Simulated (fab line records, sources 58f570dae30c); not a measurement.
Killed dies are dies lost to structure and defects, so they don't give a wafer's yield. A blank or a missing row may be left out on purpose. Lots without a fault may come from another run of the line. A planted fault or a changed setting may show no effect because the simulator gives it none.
Which tool did it? | flow berkeley_cmos170 | 14 lots, 42 wafers sampled, at 6 steps of a route of 331

WHAT THE GAUGES READ, wafer by wafer
UCB170_CONTACT_OVL_MEAS_16. Usual: CONTACT_OVL -1 nm, standard deviation 4.7.
lot  | measured     | on         | CONTACT_OVL (nm) | flag
L611 | day 7 14:11  | overlay-02 | -8 -3 -1         |
L614 | day 8 01:01  | overlay-02 | 6 0 -3           |
L613 | day 8 01:09  | overlay-01 | -4 -1 -5         |
L616 | day 8 19:21  | overlay-02 | 1 -1 0           |
L617 | day 8 20:50  | overlay-02 | -6 -3 -4         |
L615 | day 8 21:14  | overlay-01 | -5 -5 0          |
L621 | day 9 04:55  | overlay-02 | 0 -1 -8          |
L619 | day 9 05:14  | overlay-01 | -8 -4 -5         |
L626 | day 10 09:39 | overlay-02 | 4 1 4            |
L622 | day 10 12:46 | overlay-01 | -8 -10 1         |
L630 | day 11 10:54 | overlay-01 | 5 0 -6           |
L631 | day 11 22:04 | overlay-01 | 4 7 4            |
L632 | day 11 22:20 | overlay-01 | -7 1 -2          |
L633 | day 12 00:02 | overlay-02 | -2 2 -3          |

UCB170_M2_RS_MEAS_02: measures by four-point-probe. Usual: M2_AL_RS 0.0321 ohm/sq, standard deviation 0.00033.
lot  | measured     | on            | M2_AL_RS (ohm/sq)                         | flag
L611 | day 7 22:16  | film_metro-03 | 0.0325 0.0328 0.0324                      |
L614 | day 8 07:20  | film_metro-03 | 0.0321 0.0320 0.0321                      |
L613 | day 8 08:42  | film_metro-01 | 0.0321 0.0323 0.0323                      |
L616 | day 9 02:19  | film_metro-04 | 0.0319 0.0324 0.0319                      |
L617 | day 9 03:38  | film_metro-04 | 0.0321 0.0321 0.0327                      |
L615 | day 9 03:52  | film_metro-01 | 0.0317 0.0318 0.0317                      |
L621 | day 9 14:43  | film_metro-03 | 0.0323 0.0322 0.0324                      |
L619 | day 9 15:15  | film_metro-04 | 0.0329 0.0327 0.0326                      |
L626 | day 10 20:01 | film_metro-01 | 0.0318 0.0318 0.0320                      |
L622 | day 11 01:15 | film_metro-01 | 0.0319 0.0321 0.0320                      |
L630 | day 11 17:43 | film_metro-04 | 0.0304 0.0301 0.0300 0.0303 0.0301 0.0300 | OFF
L631 | day 12 04:46 | film_metro-04 | 0.0300 0.0301 0.0301 0.0300 0.0301 0.0302 | OFF
L632 | day 12 05:57 | film_metro-01 | 0.0320 0.0319 0.0318                      |
L633 | day 12 07:16 | film_metro-03 | 0.0322 0.0317 0.0319                      |

UCB170_M2_THK_MEAS_03: measures by xrf. Usual: M2_AL_THK 899 nm, standard deviation 9.5.
lot  | measured     | on            | M2_AL_THK (nm)          | flag
L611 | day 7 22:23  | film_metro-03 | 893 894 896             |
L614 | day 8 07:28  | film_metro-03 | 908 907 905             |
L613 | day 8 08:48  | film_metro-01 | 901 892 893             |
L616 | day 9 02:25  | film_metro-04 | 905 893 906             |
L617 | day 9 03:44  | film_metro-04 | 899 896 886             |
L615 | day 9 03:59  | film_metro-01 | 907 898 906             |
L621 | day 9 14:50  | film_metro-03 | 894 894 890             |
L619 | day 9 15:22  | film_metro-04 | 876 883 885             |
L626 | day 10 20:08 | film_metro-01 | 903 901 900             |
L622 | day 11 01:21 | film_metro-01 | 903 899 903             |
L630 | day 11 21:55 | film_metro-04 | 946 953 959 941 952 956 | OFF
L631 | day 12 11:02 | film_metro-04 | 956 951 944 956 952 953 | OFF
L632 | day 12 06:04 | film_metro-01 | 899 904 902             |
L633 | day 12 07:23 | film_metro-03 | 908 917 916             |

WHICH TOOL RAN EACH LOT (tool, then ch and the chambers of the sampled wafers, then the start)
lot  | UCB170_M1_STRIP_13                   | UCB170_V1_CMP_02              | UCB170_M2_SPUTTER_01
L611 | plasma_asher-01 ch 0,1, day 7 16:33  | cmp-02 ch 1,2, day 7 19:30    | pvd_sputter-01, day 7 22:11
L614 | plasma_asher-04 ch 0,1, day 8 03:13  | cmp-01 ch 1,2, day 8 04:59    | pvd_sputter-03, day 8 07:16
L613 | plasma_asher-03 ch 0,1, day 8 03:29  | cmp-02 ch 1,2, day 8 06:19    | pvd_sputter-01, day 8 08:34
L616 | plasma_asher-04 ch 0,1, day 8 22:11  | cmp-01 ch 2,3, day 9 00:00    | pvd_sputter-02, day 9 02:12
L617 | plasma_asher-03 ch 0,1, day 8 23:01  | cmp-02 ch 0,2,3, day 9 01:17  | pvd_sputter-02, day 9 03:32
L615 | plasma_asher-03 ch 0,1, day 8 23:26  | cmp-01 ch 1,2,3, day 9 01:20  | pvd_sputter-02, day 9 03:46
L621 | plasma_asher-04 ch 0,1, day 9 06:58  | cmp-02 ch 1,3, day 9 08:44    | pvd_sputter-03, day 9 14:38
L619 | plasma_asher-03 ch 1, day 9 07:28    | cmp-01 ch 1,2, day 9 10:04    | pvd_sputter-02, day 9 15:10
L626 | plasma_asher-04 ch 0,1, day 10 12:16 | cmp-02 ch 1,2,3, day 10 14:08 | pvd_sputter-01, day 10 19:55
L622 | plasma_asher-01 ch 0,1, day 10 15:14 | cmp-02 ch 0,2, day 10 20:57   | pvd_sputter-02, day 11 01:08
L630 | plasma_asher-01 ch 0,1, day 11 13:02 | cmp-01 ch 0,2,3, day 11 15:20 | pvd_sputter-02, day 11 17:38
L631 | plasma_asher-04 ch 0,1, day 12 00:16 | cmp-01 ch 1,2, day 12 02:05   | pvd_sputter-02, day 12 04:40
L632 | plasma_asher-01 ch 0,1, day 12 00:33 | cmp-02 ch 0,1,3, day 12 03:22 | pvd_sputter-01, day 12 05:52
L633 | plasma_asher-03 ch 0,1, day 12 02:12 | cmp-01 ch 0,1,3, day 12 04:43 | pvd_sputter-03, day 12 07:11
- UCB170_M1_STRIP_13: strips in O2.
- UCB170_V1_CMP_02: polishes SiO2.
- UCB170_M2_SPUTTER_01: material Al, target thk 900 nm, time 120 s.

WHAT THE TOOLS THEMSELVES READ (means of the sampled wafers that have a number; where no wafer has one, the mark that the record gives instead)
UCB170_M1_STRIP_13. Usual: drypump_motor_current_A 6.1 A, standard deviation 0.33; oes_product_au 0.721 a.u., standard deviation 0.0045.
lot  | tool            | drypump_motor_current_A (A) | oes_product_au (a.u.) | flag
L611 | plasma_asher-01 | 5.8                         | 0.722                 |
L614 | plasma_asher-04 | 6.1                         | 0.724                 |
L613 | plasma_asher-03 | 6.4                         | 0.720                 |
L616 | plasma_asher-04 | 6.2                         | 0.720                 |
L617 | plasma_asher-03 | 6.4                         | 0.725                 |
L615 | plasma_asher-03 | 6.4                         | 0.717                 |
L621 | plasma_asher-04 | 6.1                         | 0.723                 |
L619 | plasma_asher-03 | 6.0                         | 0.719                 |
L626 | plasma_asher-04 | 6.1                         | 0.720                 |
L622 | plasma_asher-01 | 5.6                         | 0.723                 |
L630 | plasma_asher-01 | 5.6                         | 0.722                 |
L631 | plasma_asher-04 | 6.1                         | 0.714                 |
L632 | plasma_asher-01 | 5.7                         | 0.720                 |
L633 | plasma_asher-03 | 6.4                         | 0.721                 |

UCB170_V1_CMP_02. Usual: motor_current_A 15.1 A, standard deviation 1.4.
lot  | tool   | motor_current_A (A) | flag
L611 | cmp-02 | 13.2                |
L614 | cmp-01 | 16.4                |
L613 | cmp-02 | 13.7                |
L616 | cmp-01 | 15.0                |
L617 | cmp-02 | 15.8                |
L615 | cmp-01 | 15.4                |
L621 | cmp-02 | 14.2                |
L619 | cmp-01 | 15.7                |
L626 | cmp-02 | 15.5                |
L622 | cmp-02 | 14.8                |
L630 | cmp-01 | 15.3                |
L631 | cmp-01 | 15.9                |
L632 | cmp-02 | 14.8                |
L633 | cmp-01 | 15.7                |

UCB170_M2_SPUTTER_01. Usual: cathode_dc_power_W 6000.0 W, standard deviation 1.1; throttle_valve_pct 29.2 %, standard deviation 1.2.
lot  | tool           | cathode_dc_power_W (W) | throttle_valve_pct (%) | flag
L611 | pvd_sputter-01 | 6000.1                 | 28.7                   |
L614 | pvd_sputter-03 | 6000.1                 | 29.5                   |
L613 | pvd_sputter-01 | 5999.0                 | 29.1                   |
L616 | pvd_sputter-02 | 6000.1                 | 29.1                   |
L617 | pvd_sputter-02 | 5999.8                 | 27.8                   |
L615 | pvd_sputter-02 | 5999.9                 | 29.4                   |
L621 | pvd_sputter-03 | 6000.4                 | 29.7                   |
L619 | pvd_sputter-02 | 5999.7                 | 28.8                   |
L626 | pvd_sputter-01 | 6001.1                 | 29.6                   |
L622 | pvd_sputter-02 | 6000.1                 | 28.8                   |
L630 | pvd_sputter-02 | 6000.2                 | 27.7                   |
L631 | pvd_sputter-02 | 5999.3                 | 30.1                   |
L632 | pvd_sputter-01 | 6000.0                 | 29.5                   |
L633 | pvd_sputter-03 | 5998.3                 | 29.8                   |

THE ANSWER, worked out from the rows above alone
Rule: a lot is off if the mean of its wafers that have a number lies more than 3 standard deviations from the usual mean. A lot without any number at a reading at which 4 lots or more have one is off too. The other lots that the step has rows for count as sound. The gauges are gone through in route order, then the tools' own readings, and for those a lot's mean is taken as printed above. The first step at which some lot is off is used, and at that step the reading that is off furthest; a lot without a number counts as furthest.
Off: L630, L631, at UCB170_M2_RS_MEAS_02 (M2_AL_RS).
A tool fits if, at a process step before that reading, it ran every lot that is off, and no sound lot after the first of them. The gauges at UCB170_M2_RS_MEAS_02 are tried like those tools. Can't be told from this: 2 tools fit, pvd_sputter-02 at UCB170_M2_SPUTTER_01, film_metro-04 at UCB170_M2_RS_MEAS_02.

WHAT THE SIMULATOR HAD PUT IN
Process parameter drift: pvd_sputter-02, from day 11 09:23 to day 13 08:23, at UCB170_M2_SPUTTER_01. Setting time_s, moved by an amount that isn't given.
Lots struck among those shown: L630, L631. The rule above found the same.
